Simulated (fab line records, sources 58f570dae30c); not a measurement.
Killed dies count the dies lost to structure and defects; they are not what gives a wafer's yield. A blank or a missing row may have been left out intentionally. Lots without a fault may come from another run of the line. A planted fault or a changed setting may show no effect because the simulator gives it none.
A sampling plan put to the test    flow berkeley_cmos170    each of the 28 faults these records tell of, on one fab line, judged from the records of the lots it struck
What counts as the plan is the set of the line's own looks, namely the steps on the route at which a gauge or an inspection reads a wafer and does not change it. Where struck wafers have a number at a look and the file lists that look's usual mean and standard deviation on fault-free wafers, the look can be judged. Caught: 4 or more of those standard deviations (sigma) separate the usual mean from the mean of the struck wafers at a look after the fault's first step. On the tool: the same test on the tool's own readings at the fault's steps. Another recipe on the struck wafers, or a record that is blank for them alone, also counts as caught.

## THE FAULTS, as the simulator had put them in
1. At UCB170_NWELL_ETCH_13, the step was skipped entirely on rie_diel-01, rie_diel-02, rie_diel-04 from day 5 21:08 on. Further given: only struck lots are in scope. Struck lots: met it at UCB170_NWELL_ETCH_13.
2. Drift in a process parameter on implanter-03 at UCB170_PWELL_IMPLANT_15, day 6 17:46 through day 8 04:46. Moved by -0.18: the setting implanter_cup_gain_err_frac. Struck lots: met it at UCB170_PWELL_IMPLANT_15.
3. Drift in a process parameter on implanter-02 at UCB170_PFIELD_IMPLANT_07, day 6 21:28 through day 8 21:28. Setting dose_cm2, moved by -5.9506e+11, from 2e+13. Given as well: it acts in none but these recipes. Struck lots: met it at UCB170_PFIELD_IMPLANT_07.
4. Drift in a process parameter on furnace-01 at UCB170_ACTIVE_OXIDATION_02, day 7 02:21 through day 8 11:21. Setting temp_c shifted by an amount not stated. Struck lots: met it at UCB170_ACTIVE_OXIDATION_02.
5. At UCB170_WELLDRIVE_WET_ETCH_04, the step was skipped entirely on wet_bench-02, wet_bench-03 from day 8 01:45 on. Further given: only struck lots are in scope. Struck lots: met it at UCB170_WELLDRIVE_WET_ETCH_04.
6. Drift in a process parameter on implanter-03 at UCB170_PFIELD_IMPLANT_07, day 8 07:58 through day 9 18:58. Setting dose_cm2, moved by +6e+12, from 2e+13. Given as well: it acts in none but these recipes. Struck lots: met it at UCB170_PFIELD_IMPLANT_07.
7. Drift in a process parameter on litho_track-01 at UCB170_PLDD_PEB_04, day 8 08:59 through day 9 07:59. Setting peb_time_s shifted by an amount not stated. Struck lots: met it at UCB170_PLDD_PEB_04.
8. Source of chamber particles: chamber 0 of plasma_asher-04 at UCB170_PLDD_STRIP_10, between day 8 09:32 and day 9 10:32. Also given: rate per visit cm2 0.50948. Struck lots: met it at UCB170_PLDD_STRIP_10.
9. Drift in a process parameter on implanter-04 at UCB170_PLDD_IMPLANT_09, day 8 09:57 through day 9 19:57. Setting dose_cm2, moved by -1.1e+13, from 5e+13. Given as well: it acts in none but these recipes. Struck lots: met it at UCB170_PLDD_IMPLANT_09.
10. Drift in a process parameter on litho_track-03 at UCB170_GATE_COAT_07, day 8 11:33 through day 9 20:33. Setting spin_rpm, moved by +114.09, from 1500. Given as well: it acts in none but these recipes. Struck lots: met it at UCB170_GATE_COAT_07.
11. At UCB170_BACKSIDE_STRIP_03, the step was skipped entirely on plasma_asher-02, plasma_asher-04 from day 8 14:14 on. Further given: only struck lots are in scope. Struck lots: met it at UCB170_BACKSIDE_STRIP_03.
12. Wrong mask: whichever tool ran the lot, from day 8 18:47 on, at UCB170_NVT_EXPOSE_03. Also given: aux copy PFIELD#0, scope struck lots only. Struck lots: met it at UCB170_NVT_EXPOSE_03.
13. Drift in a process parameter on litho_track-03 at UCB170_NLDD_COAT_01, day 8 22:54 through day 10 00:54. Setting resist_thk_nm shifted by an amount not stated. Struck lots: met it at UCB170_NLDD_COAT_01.
14. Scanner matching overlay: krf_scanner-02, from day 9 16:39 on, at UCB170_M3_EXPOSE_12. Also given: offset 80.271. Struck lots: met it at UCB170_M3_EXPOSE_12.
15. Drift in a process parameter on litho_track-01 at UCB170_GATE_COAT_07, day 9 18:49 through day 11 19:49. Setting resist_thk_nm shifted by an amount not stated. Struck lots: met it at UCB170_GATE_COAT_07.
16. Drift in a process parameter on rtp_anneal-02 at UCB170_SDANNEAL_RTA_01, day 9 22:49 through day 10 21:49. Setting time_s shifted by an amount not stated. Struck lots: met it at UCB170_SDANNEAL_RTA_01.
17. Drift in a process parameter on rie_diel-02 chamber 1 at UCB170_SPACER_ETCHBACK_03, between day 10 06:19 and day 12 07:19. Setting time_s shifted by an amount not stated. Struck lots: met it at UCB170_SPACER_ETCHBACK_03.
18. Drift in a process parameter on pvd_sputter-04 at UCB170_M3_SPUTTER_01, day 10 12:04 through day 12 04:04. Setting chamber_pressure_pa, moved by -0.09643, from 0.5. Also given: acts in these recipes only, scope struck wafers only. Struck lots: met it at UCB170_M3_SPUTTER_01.
19. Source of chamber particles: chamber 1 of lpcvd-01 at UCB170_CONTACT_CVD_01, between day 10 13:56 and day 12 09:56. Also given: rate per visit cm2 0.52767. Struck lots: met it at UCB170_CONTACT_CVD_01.
20. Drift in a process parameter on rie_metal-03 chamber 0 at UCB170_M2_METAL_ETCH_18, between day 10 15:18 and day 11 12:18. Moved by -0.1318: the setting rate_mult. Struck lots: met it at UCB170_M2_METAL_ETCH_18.
21. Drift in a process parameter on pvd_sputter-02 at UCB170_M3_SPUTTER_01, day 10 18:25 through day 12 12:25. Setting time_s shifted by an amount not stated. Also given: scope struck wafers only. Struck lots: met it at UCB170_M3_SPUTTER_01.
22. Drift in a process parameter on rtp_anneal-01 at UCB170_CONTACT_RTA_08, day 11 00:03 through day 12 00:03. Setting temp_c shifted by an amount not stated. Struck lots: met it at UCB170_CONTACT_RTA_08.
23. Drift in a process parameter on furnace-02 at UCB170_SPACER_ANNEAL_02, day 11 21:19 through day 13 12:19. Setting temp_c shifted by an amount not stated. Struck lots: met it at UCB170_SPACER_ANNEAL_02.
24. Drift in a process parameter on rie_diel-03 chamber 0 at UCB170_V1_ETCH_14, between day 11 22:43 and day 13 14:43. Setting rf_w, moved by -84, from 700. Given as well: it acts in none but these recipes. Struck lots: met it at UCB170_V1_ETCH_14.
25. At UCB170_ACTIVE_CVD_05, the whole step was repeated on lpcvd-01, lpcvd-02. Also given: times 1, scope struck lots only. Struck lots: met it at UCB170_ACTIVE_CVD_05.
26. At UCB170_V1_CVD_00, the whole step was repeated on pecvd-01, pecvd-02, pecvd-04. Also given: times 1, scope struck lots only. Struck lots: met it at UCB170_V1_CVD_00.
27. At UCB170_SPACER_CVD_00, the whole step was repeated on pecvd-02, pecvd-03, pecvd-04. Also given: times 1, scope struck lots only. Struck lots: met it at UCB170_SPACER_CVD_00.
28. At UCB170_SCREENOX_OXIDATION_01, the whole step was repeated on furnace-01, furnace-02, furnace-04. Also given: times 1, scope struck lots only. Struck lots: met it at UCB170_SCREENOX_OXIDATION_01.

## WHAT THE PLAN SAW
fault  on the tool itself                                first look that catches it                       reading, sigma                    median hours from its first step to that look  hours from the fault's start to the first struck lot there  judged looks passed uncaught
1      the tool's record is blank for the struck wafers  no look after it can be judged                   -                                 -                                              -                                                           0
2      beam_on_s +11 sigma                               UCB170_PWELL_TW_MEAS_17                          PWELL_TW +7.8                     0.2                                            13                                                          0
3      dose_ions_cm2 -28 sigma                           no look after it can be judged                   -                                 -                                              -                                                           0
4      tube_center_temp_C -99 or beyond sigma            UCB170_ACTIVE_THK_MEAS_03                        ACTIVE_OXIDE_THK -9.1             1.4                                            9                                                           0
5      the tool's record is blank for the struck wafers  no look after it can be judged                   -                                 -                                              -                                                           0
6      dose_ions_cm2 +99 or beyond sigma                 UCB170_PFIELD_TW_MEAS_09                         PFIELD_TW +9.1                    0.2                                            11                                                          0
7      no reading that can be judged                     UCB170_PLDD_CD_MEAS_06                           cd_nm +4.6                        0.3                                            6                                                           0
8      under 2 sigma                                     not the one look that can be judged after it     -                                 -                                              -                                                           1
9      dose_ions_cm2 -99 or beyond sigma                 UCB170_PLDD_TW_MEAS_11                           PLDD_TW -8.0                      0.2                                            6                                                           0
10     spin_speed_rpm +99 or beyond sigma                none of the 2 looks that can be judged after it  -                                 -                                              -                                                           2
11     the tool's record is blank for the struck wafers  no look after it can be judged                   -                                 -                                              -                                                           0
12     no reading that can be judged                     UCB170_NVT_TW_MEAS_09                            NVT_TW -94                        1.4                                            1                                                           0
13     under 2 sigma                                     none of the 2 looks that can be judged after it  -                                 -                                              -                                                           2
14     under 2 sigma                                     UCB170_M3_OVL_MEAS_16                            M3_OVL +16                        0.9                                            2                                                           0
15     no reading that can be judged                     none of the 2 looks that can be judged after it  -                                 -                                              -                                                           2
16     under 2 sigma                                     UCB170_SDANNEAL_RS_MEAS_02                       PSD_RS -62                        0.1                                            5                                                           0
17     run_length_s -42 sigma                            no look after it can be judged                   -                                 -                                              -                                                           0
18     chamber_pressure_pa -88 sigma                     UCB170_M3_RS_MEAS_02                             M3_AL_RS -5.5                     0.1                                            31                                                          0
19     under 2 sigma                                     none of the 2 looks that can be judged after it  -                                 -                                              -                                                           2
20     under 2 sigma                                     not the one look that can be judged after it     -                                 -                                              -                                                           1
21     under 2 sigma                                     UCB170_M3_RS_MEAS_02                             M3_AL_RS +5.5                     0.1                                            20                                                          0
22     wafer_temp_C_max +31 sigma                        no look after it can be judged                   -                                 -                                              -                                                           0
23     spike_tc_centre_C -19 sigma                       UCB170_SDANNEAL_RS_MEAS_04                       PLDD_RS +31                       7.8                                            18                                                          0
24     rf_fwd_power_W -41 sigma                          no look after it can be judged                   -                                 -                                              -                                                           0
25     under 2 sigma                                     UCB170_ACTIVE_THK_MEAS_06                        ACTIVE_NITRIDE_THK +99 or beyond  4.6                                            -                                                           0
26     under 2 sigma                                     UCB170_V1_THK_MEAS_01                            V1_TEOS_THK +66                   0.8                                            -                                                           0
27     under 2 sigma                                     UCB170_SPACER_THK_MEAS_01                        SPACER_TEOS_THK +71               0.3                                            -                                                           0
28     under 2 sigma                                     UCB170_SCREENOX_THK_MEAS_02                      SCREENOX_OXIDE_THK +34            4.5                                            -                                                           0
A dash: the fault is not caught, or the number is missing from these records.

Caught at a look: 15 of 28. Caught on the tool: 14 of 28. By one or the other: 23 of 28.
Faults caught by the tool alone: 1, 3, 5, 10, 11, 17, 22, 24.
Caught at a look alone: faults 7, 12, 14, 16, 21, 25, 26, 27, 28.
Caught by neither: faults 8, 13, 15, 19, 20.

## THINNER SAMPLING
Were the look that catches a fault to measure just every second or every third lot (counted by lot number), the first struck lot would, at worst, be measured this late:
fault  struck lots at that look, in order of time  every lot  every second lot  every third lot
2      L223, L227                                  13 h       may miss all 2    may miss all 2
4      L965, L966, L967                            9 h        9 h               9 h
6      L646, L648                                  11 h       may miss all 2    may miss all 2
7      L119, L117                                  6 h        may miss all 2    may miss all 2
9      L561, L566                                  6 h        29 h              may miss all 2
12     L521                                        1 h        may miss it       may miss it
14     L358, L362                                  2 h        may miss all 2    may miss all 2
16     L684, L685, L687, L688                      5 h        5 h               may miss all 4
18     L829                                        31 h       may miss it       may miss it
21     L776                                        20 h       may miss it       may miss it
23     L552, L553                                  18 h       19 h              may miss all 2
The hour figures run from when the fault began to the first measured lot among those it struck. 4 sigma limit: tested on the pooled struck wafers, so a lone lot may be under it. Other struck lots may not be in these records.

## THE LONGEST TIMED WAY FROM STEP TO LOOK
In fault 23, a median of 7.8 hours elapses between UCB170_SPACER_ANNEAL_02 and UCB170_SDANNEAL_RS_MEAS_04. No look between them can be judged.
